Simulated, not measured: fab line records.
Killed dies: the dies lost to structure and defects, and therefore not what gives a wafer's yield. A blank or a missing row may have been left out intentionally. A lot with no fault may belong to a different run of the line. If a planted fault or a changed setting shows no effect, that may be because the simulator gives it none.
fab line records -- flow rit-cmos -- part 2 of 2: steps 36 to 47 of 47
record: lots: 5, wafers: 15, last-day: 7
route steps=202 shown NLDD@113 PLDD@114 SPACER@125 NSD@131 PSD@142 SDANNEAL@153
lots that met no fault: from a run of the same line without faults
start-h: start of the lot's first displayed wafer, in hours after the record's first day -- wait-h: hours since the lot's step before -- " repeats the value in the row above -- L1.1+2: a row that stands for several wafers -- - either no value or no given start -- * or withheld: withheld -- < > ~ a bound
route shown NAME@n: a module of which the file shows steps, and the number in the route of the first -- usual: the fault-free wafers' mean and standard deviation -- same: alike in all rows -- chamber/n: place in a boat -- sites: readings site by site -- _std_site: standard deviation across them -- _edge_site: outer sites' mean less inner sites' -- radius-mm: how far each site lies from the wafer's centre -- mask NAME#n: copy n -- behind: the last tool/chamber to shape the wafer -- hold: cause of the lot's hold/its duration in hours/its outcome -- device: transistor that didn't switch, given as n, p or np -- end of line: the tests these same wafers got at the end of their route -- a step with no rows: only its recipe -- killed: at the first sort, the dies lost to defects and structure; wafer yield is something else -- map: dies across one wafer; x = killed, . = not, _ = none there
set.NAME: setting as actually run; set.NAME@STEP: the setting as run at that earlier step -- model.NAME: the simulator's own value behind a step, which no gauge read
lots at some steps of the route; a table a step, a row a wafer
services: the hour from which a tool's chamber was out of use, counted from the record's first day as start-h (under 0 if before that day), plus the number of hours and why
== steps ==
step: RIT_PSD_OVL_MEAS_06
usual: PSD_OVL: -0.4/1.4
lot.wafer,tool,chamber,start-h,wait-h,PSD_OVL[nm]
L077.2,overlay-02,-,65.09,-,-1.1
L077.3,overlay-02,-,65.09,-,-0.4
L077.4,overlay-02,-,65.09,-,-1.9
L081.3,overlay-01,-,88.82,-,-2.4
L081.4,overlay-01,-,88.82,-,-1.4
L081.6,overlay-01,-,88.82,-,-1.5
L084.2,overlay-01,-,99.22,-,0.8
L084.3,overlay-01,-,99.22,-,1.3
L084.5,overlay-01,-,99.22,-,2.4
L092.3,overlay-01,-,143.75,-,1.7
L092.4,overlay-01,-,143.75,-,-0.3
L092.5,overlay-01,-,143.75,-,0.1
L095.1,overlay-02,-,156.12,-,2.5
L095.2,overlay-02,-,156.12,-,1.4
L095.3,overlay-02,-,156.12,-,1.5
step: RIT_PSD_HARDBAKE_07
recipe: resist: NOVOLAK, temp-c: 140, time-s: 60
lot.wafer,tool,chamber,start-h,wait-h
L077.2+3+4,litho-track-04,0,65.14,0.0
L081.3+4+6,litho-track-02,0,88.89,0.1
L084.2+3+5,litho-track-01,0,99.27,0.0
L092.3+4+5,litho-track-01,0,143.82,0.1
L095.1+2+3,litho-track-02,0,156.16,0.0
step: RIT_PSD_IMPLANT_08
recipe: species: BF2, energy-kev: 27.4, dose-cm2: 5e+15, tilt-deg: 7
lot.wafer,tool,chamber,start-h,wait-h
L077.2+3+4,implanter-02,0,65.29,0.1
L081.3+4+6,implanter-02,0,89.04,0.1
L084.2+3+5,implanter-03,0,99.42,0.1
L092.3+4+5,implanter-02,0,143.97,0.1
L095.1+2+3,implanter-02,0,156.31,0.1
step: RIT_PSD_STRIP_09
recipe: chemistry: O2, time-s: 180, resist: NOVOLAK, platen-temp-c: withheld, power-w: 500, pressure-mtorr: 4000, o2-flow-sccm: 4000
usual: drypump-motor-current-A: 5.9/0.66
lot.wafer,tool,chamber,start-h,wait-h,drypump-motor-current-A,rf-hours-counter-h
L077.2,plasma-asher-03,0,65.42,0.1,6.2,40
L077.3,plasma-asher-03,0,65.42,0.1,6.2,-
L077.4,plasma-asher-03,1,65.42,0.1,4.9,-
L081.3,plasma-asher-04,0,89.20,0.1,6.3,-
L081.4,plasma-asher-04,1,89.20,0.1,5.2,-
L081.6,plasma-asher-04,0,89.20,0.1,6.3,-
L084.2,plasma-asher-01,0,99.55,0.1,6.8,46
L084.3,plasma-asher-01,0,99.55,0.1,6.8,-
L084.5,plasma-asher-01,0,99.55,0.1,6.8,-
L092.3,plasma-asher-01,1,144.13,0.1,5.6,-
L092.4,plasma-asher-01,0,144.13,0.1,6.8,-
L092.5,plasma-asher-01,1,144.13,0.1,5.6,-
L095.1,plasma-asher-01,0,156.46,0.1,6.8,52
L095.2,plasma-asher-01,1,156.46,0.1,5.6,52
L095.3,plasma-asher-01,1,156.46,0.1,5.6,-
step: RIT_PSD_TW_MEAS_10
usual: PSD_TW: 3494/21
lot.wafer,tool,chamber,start-h,wait-h,PSD_TW
L077.2,film-metro-03,-,65.60,0.1,3465
L077.3,film-metro-03,-,65.60,0.1,3468
L077.4,film-metro-03,-,65.60,0.1,3460
L081.3,film-metro-04,-,89.34,0.1,3521
L081.4,film-metro-04,-,89.34,0.1,3525
L081.6,film-metro-04,-,89.34,0.1,3531
L084.2,film-metro-04,-,99.73,0.1,3525
L084.3,film-metro-04,-,99.73,0.1,3531
L084.5,film-metro-04,-,99.73,0.1,3523
L092.3,film-metro-02,-,144.26,0.1,3491
L092.4,film-metro-02,-,144.26,0.1,3496
L092.5,film-metro-02,-,144.26,0.1,3497
L095.1,film-metro-04,-,156.63,0.1,3490
L095.2,film-metro-04,-,156.63,0.1,3525
L095.3,film-metro-04,-,156.63,0.1,3503
step: RIT_SDANNEAL_CLEAN_00
recipe: chemistry: SC1, mix: 3:3:50, time-s: 600, temp-c: 75
usual: bath-guard-temp-C: 74.9/0.46
lot.wafer,tool,chamber,start-h,wait-h,bath-guard-temp-C
L077.2,wet-bench-01,2,65.65,0.0,74.5
L077.3,wet-bench-01,2,65.65,0.0,74.4
L077.4,wet-bench-01,2,65.65,0.0,75.1
L081.3,wet-bench-04,3,89.38,0.0,74.7
L081.4,wet-bench-04,3,89.38,0.0,75.0
L081.6,wet-bench-04,3,89.38,0.0,75.1
L084.2,wet-bench-01,2,99.78,0.0,74.6
L084.3,wet-bench-01,2,99.78,0.0,74.6
L084.5,wet-bench-01,2,99.78,0.0,74.4
L092.3,wet-bench-01,0,144.30,0.0,74.4
L092.4,wet-bench-01,0,144.30,0.0,74.3
L092.5,wet-bench-01,0,144.30,0.0,74.1
L095.1,wet-bench-01,0,156.69,0.1,74.3
L095.2,wet-bench-01,0,156.69,0.1,74.3
L095.3,wet-bench-01,0,156.69,0.1,74.2
step: RIT_SDANNEAL_CLEAN_01
recipe: chemistry: dHF, dilution: 50:1, time-s: 30
lot.wafer,tool,chamber,start-h,wait-h
L077.2+3+4,wet-bench-02,2,65.83,0.0
L081.3+4+6,wet-bench-01,0,89.76,0.0
L084.2+3+5,wet-bench-02,1,99.96,0.0
L092.3+4+5,wet-bench-02,1,144.48,0.0
L095.1+2+3,wet-bench-04,3,156.87,0.0
step: RIT_SDANNEAL_CLEAN_02
recipe: chemistry: SC2, mix: 3:3:50, time-s: 600, temp-c: 75, dry: n2-spin
usual: bath-guard-temp-C: 75.1/0.44
lot.wafer,tool,chamber,start-h,wait-h,bath-guard-temp-C
L077.2,wet-bench-01,3,65.84,0.0,74.7
L077.3,wet-bench-01,3,65.84,0.0,74.7
L077.4,wet-bench-01,3,65.84,0.0,74.8
L081.3,wet-bench-04,2,89.78,0.0,75.1
L081.4,wet-bench-04,2,89.78,0.0,75.3
L081.6,wet-bench-04,2,89.78,0.0,75.6
L084.2,wet-bench-04,0,99.97,0.0,75.4
L084.3,wet-bench-04,0,99.97,0.0,75.5
L084.5,wet-bench-04,0,99.97,0.0,75.3
L092.3,wet-bench-01,2,144.50,0.0,74.4
L092.4,wet-bench-01,2,144.50,0.0,74.4
L092.5,wet-bench-01,2,144.50,0.0,74.4
L095.1,wet-bench-02,1,156.90,0.0,74.6
L095.2,wet-bench-02,1,156.90,0.0,75.1
L095.3,wet-bench-02,1,156.90,0.0,75.0
step: RIT_SDANNEAL_RTA_03
recipe: temp-c: 1050, time-s: 5, idle-temp-c: 600, ramp-up-c-per-s: 342, ramp-down-c-per-s: 171, cool-to-c: 600, ambient: N2
usual: wafer_temp_C_max: 1053.6/1.3
lot.wafer,tool,chamber,start-h,wait-h,wafer_temp_C_max
L077.2,rtp-anneal-01,0,66.03,0.0,1052.3
L077.3,rtp-anneal-01,0,66.03,0.0,1052.9
L077.4,rtp-anneal-01,0,66.03,0.0,1052.8
L081.3,rtp-anneal-01,0,90.18,0.0,1055.5
L081.4,rtp-anneal-01,0,90.18,0.0,1053.8
L081.6,rtp-anneal-01,0,90.18,0.0,1053.9
L084.2,rtp-anneal-02,0,100.33,0.0,1055.4
L084.3,rtp-anneal-02,0,100.33,0.0,1053.3
L084.5,rtp-anneal-02,0,100.33,0.0,1053.4
L092.3,rtp-anneal-02,0,144.69,0.0,1053.9
L092.4,rtp-anneal-02,0,144.69,0.0,1052.9
L092.5,rtp-anneal-02,0,144.69,0.0,1052.9
L095.1,rtp-anneal-01,0,157.08,0.0,1050.9
L095.2,rtp-anneal-01,0,157.08,0.0,1053.8
L095.3,rtp-anneal-01,0,157.08,0.0,1054.7
step: RIT_SDANNEAL_RS_MEAS_04
recipe: thk-meas-gauge: four-point-probe
usual: PSD_RS: 115.08/0.29
lot.wafer,tool,chamber,start-h,wait-h,PSD_RS[ohm/sq]
L077.2,film-metro-04,-,66.10,0.1,115.56
L077.3,film-metro-04,-,66.10,0.1,115.29
L077.4,film-metro-04,-,66.10,0.1,115.09
L081.3,film-metro-04,-,90.26,0.1,115.15
L081.4,film-metro-04,-,90.26,0.1,115.03
L081.6,film-metro-04,-,90.26,0.1,115.19
L084.2,film-metro-04,-,100.40,0.1,114.42
L084.3,film-metro-04,-,100.40,0.1,114.60
L084.5,film-metro-04,-,100.40,0.1,115.03
L092.3,film-metro-03,-,144.77,0.1,115.26
L092.4,film-metro-03,-,144.77,0.1,115.10
L092.5,film-metro-03,-,144.77,0.1,115.33
L095.1,film-metro-04,-,157.13,0.0,114.59
L095.2,film-metro-04,-,157.13,0.0,114.93
L095.3,film-metro-04,-,157.13,0.0,114.90
step: RIT_SDANNEAL_RS_MEAS_05
recipe: thk-meas-gauge: four-point-probe
usual: NSD_RS: 84.65/0.27
lot.wafer,tool,chamber,start-h,wait-h,NSD_RS[ohm/sq]
L077.2,film-metro-04,-,66.22,0.1,84.84
L077.3,film-metro-04,-,66.22,0.1,84.82
L077.4,film-metro-04,-,66.22,0.1,85.06
L081.3,film-metro-04,-,90.38,0.1,84.64
L081.4,film-metro-04,-,90.38,0.1,84.51
L081.6,film-metro-04,-,90.38,0.1,84.74
L084.2,film-metro-04,-,100.52,0.1,84.12
L084.3,film-metro-04,-,100.52,0.1,84.21
L084.5,film-metro-04,-,100.52,0.1,84.37
L092.3,film-metro-03,-,144.89,0.1,84.73
L092.4,film-metro-03,-,144.89,0.1,84.63
L092.5,film-metro-03,-,144.89,0.1,84.55
L095.1,film-metro-04,-,157.25,0.1,84.75
L095.2,film-metro-04,-,157.25,0.1,84.67
L095.3,film-metro-04,-,157.25,0.1,84.76
step: RIT_SDANNEAL_RS_MEAS_06
recipe: thk-meas-gauge: four-point-probe
usual: PLDD_RS: 177.8/0.49
lot.wafer,tool,chamber,start-h,wait-h,PLDD_RS[ohm/sq]
L077.2,film-metro-04,-,66.34,0.1,178.0
L077.3,film-metro-04,-,66.34,0.1,177.7
L077.4,film-metro-04,-,66.34,0.1,177.2
L081.3,film-metro-04,-,90.50,0.1,177.3
L081.4,film-metro-04,-,90.50,0.1,177.6
L081.6,film-metro-04,-,90.50,0.1,177.2
L084.2,film-metro-04,-,100.64,0.1,177.6
L084.3,film-metro-04,-,100.64,0.1,178.4
L084.5,film-metro-04,-,100.64,0.1,178.2
L092.3,film-metro-03,-,145.01,0.1,177.9
L092.4,film-metro-03,-,145.01,0.1,178.3
L092.5,film-metro-03,-,145.01,0.1,177.3
L095.1,film-metro-04,-,157.37,0.1,177.2
L095.2,film-metro-04,-,157.37,0.1,177.4
L095.3,film-metro-04,-,157.37,0.1,177.3
== services ==
tool,chamber,start-h,hours,kind
implanter-02,-,35.10,1.8,repair
implanter-01,-,37.11,2.9,pm
plasma-asher-02,-,38.91,14.6,pm
rie-diel-01,-,39.73,0.3,repair
implanter-04,-,45.85,0.7,repair
lpcvd-02,-,53.12,1.8,repair
implanter-02,-,57.11,0.7,repair
plasma-asher-01,-,59.59,11.9,repair
implanter-03,-,68.71,3.7,repair
rie-diel-02,-,72.63,2.8,pm
implanter-03,-,74.07,4.1,repair
wet-bench-01,-,74.24,1.2,repair
rie-diel-04,-,75.68,0.6,repair
iline-stepper-02,-,88.26,3.6,repair
rie-diel-04,1,97.35,7.6,repair
rie-diel-04,0,101.10,4.5,repair
rie-diel-04,3,109.76,2.6,repair
implanter-02,-,113.31,1.8,repair
iline-stepper-02,-,113.33,2.4,repair
rie-diel-04,0,121.56,1.8,repair
implanter-03,-,124.08,5.0,pm
iline-stepper-02,-,134.87,2.1,pm
implanter-02,-,151.44,1.1,repair
implanter-03,-,152.93,2.1,pm
